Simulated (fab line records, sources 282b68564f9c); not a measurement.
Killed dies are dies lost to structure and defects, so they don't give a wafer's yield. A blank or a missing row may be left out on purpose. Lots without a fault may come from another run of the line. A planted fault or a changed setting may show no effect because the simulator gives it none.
Split-lot experiment | flow rit_cmos | 5 lots, 23 wafers read, on a route of 202 steps

THE SPLIT
At RIT_PLDD_IMPLANT_08, the setting energy_kev was moved away from the recipe's 20 on 7 of the 23 wafers read, by -3.3% to +4.6%. The other wafers ran this setting at the recipe's value.

The reading is taken at the split's own step.

THE READING
implant.drp_nm (the simulator's own value, which no gauge read), in nm, at RIT_PLDD_IMPLANT_08. The file gives no usual value for it.

wafer  | tool, chamber at the split | energy_kev as run | against the recipe | implant.drp_nm, nm | against lot-mates on the recipe
L076.1 | implanter-04, 0            | 20                | recipe             | 9.752              | -
L076.4 | implanter-04, 0            | 20                | recipe             | 9.752              | -
L076.6 | implanter-04, 0            | 20                | recipe             | 9.752              | -
L076.3 | implanter-04, 0            | 19.34             | -3.3%              | 9.524              | -0.228
L076.5 | implanter-04, 0            | 19.34             | -3.3%              | 9.524              | -0.228
L078.1 | implanter-04, 0            | 19.69             | -1.5%              | 9.645              | -0.107
L078.2 | implanter-04, 0            | 19.69             | -1.5%              | 9.645              | -0.107
L078.3 | implanter-04, 0            | 19.69             | -1.5%              | 9.645              | -0.107
L078.5 | implanter-04, 0            | 20                | recipe             | 9.752              | -
L078.6 | implanter-04, 0            | 20                | recipe             | 9.752              | -
L079.1 | implanter-04, 0            | 20.92             | +4.6%              | 10.06              | +0.308
L079.3 | implanter-04, 0            | 20.92             | +4.6%              | 10.06              | +0.308
L079.2 | implanter-04, 0            | 20                | recipe             | 9.752              | -
L079.4 | implanter-04, 0            | 20                | recipe             | 9.752              | -
L079.5 | implanter-04, 0            | 20                | recipe             | 9.752              | -
L082.3 | implanter-04, 0            | 20                | recipe             | 9.752              | -
L082.5 | implanter-04, 0            | 20                | recipe             | 9.752              | -
L082.6 | implanter-04, 0            | 20                | recipe             | 9.752              | -
L084.2 | implanter-02, 0            | 20                | recipe             | 9.752              | -
L084.3 | implanter-02, 0            | 20                | recipe             | 9.752              | -
L084.4 | implanter-02, 0            | 20                | recipe             | 9.752              | -
L084.5 | implanter-02, 0            | 20                | recipe             | 9.752              | -
L084.6 | implanter-02, 0            | 20                | recipe             | 9.752              | -

THE FIT
A straight line over all 23 wafers: implant.drp_nm changes by +0.0678 nm for each +1% of energy_kev; r = +1.00; the points scatter about the line by 0.0016 nm.
The same after taking each lot's own level away (the mean of its wafers on the recipe; 23 wafers): +0.0678 nm for each +1%; r = +1.00; scatter 0.0016 nm.
On that fit, the largest move of energy_kev shifts the reading by 0.31 nm.
The lots' own levels span 9.7520 to 9.7520 nm.
So the lot-to-lot level changes the slope little: the two slopes agree.
Check: with one of the wafers moved furthest among these (+4.6%) left out of the fit, the line predicts +0.312 nm for it against its lot-mates. It came out at +0.308 nm against them.

OTHER SPLITS ON THESE WAFERS
These wafers also went through other splits before the reading. Each is held against what the fit with the lots' levels taken away leaves over:
other split on the same wafers   | wafers away from the commonest value | r with implant.drp_nm (lot level and that fit taken away)
RIT_ACTIVE_CVD_03 temp_c         | 10                                   | -0.12
RIT_ACTIVE_DEVELOP_10 dev_temp_c | 10                                   | +0.27
RIT_FOX2_OXIDATION_00 ox_time_s  | 18                                   | +0.11
RIT_PWELL_IMPLANT_08 energy_kev  | 11                                   | +0.20
RIT_NRETRO_COAT_01 resist_thk_nm | 7                                    | -0.25
RIT_PRETRO_COAT_01 spin_rpm      | 8                                    | +0.02
RIT_PRETRO_IMPLANT_08 energy_kev | 8                                    | +0.22
RIT_GATE_CLEAN_04 time_s         | 15                                   | +0.22
RIT_GATE_EXPOSE_13 dose_mj       | 12                                   | +0.11
RIT_NLDD_COAT_01 spin_rpm        | 6                                    | +0.32
RIT_PLDD_SOFTBAKE_02 temp_c      | 11                                   | +0.06

THE WHOLE CHAIN: every reading that the file lists as answering this split, in the file's order
step                | what it does | reading                                                         | change (the file's fit)                | r (the file's)
RIT_PLDD_IMPLANT_08 |              | implant.rp_nm (the simulator's own value, which no gauge read)  | +0.135 nm for each +1% of the setting  | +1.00
RIT_PLDD_IMPLANT_08 |              | implant.drp_nm (the simulator's own value, which no gauge read) | +0.0683 nm for each +1% of the setting | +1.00

THE FILE'S OWN FIT
implant.drp_nm changes by +0.0683 nm for each +1% of energy_kev, r = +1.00.
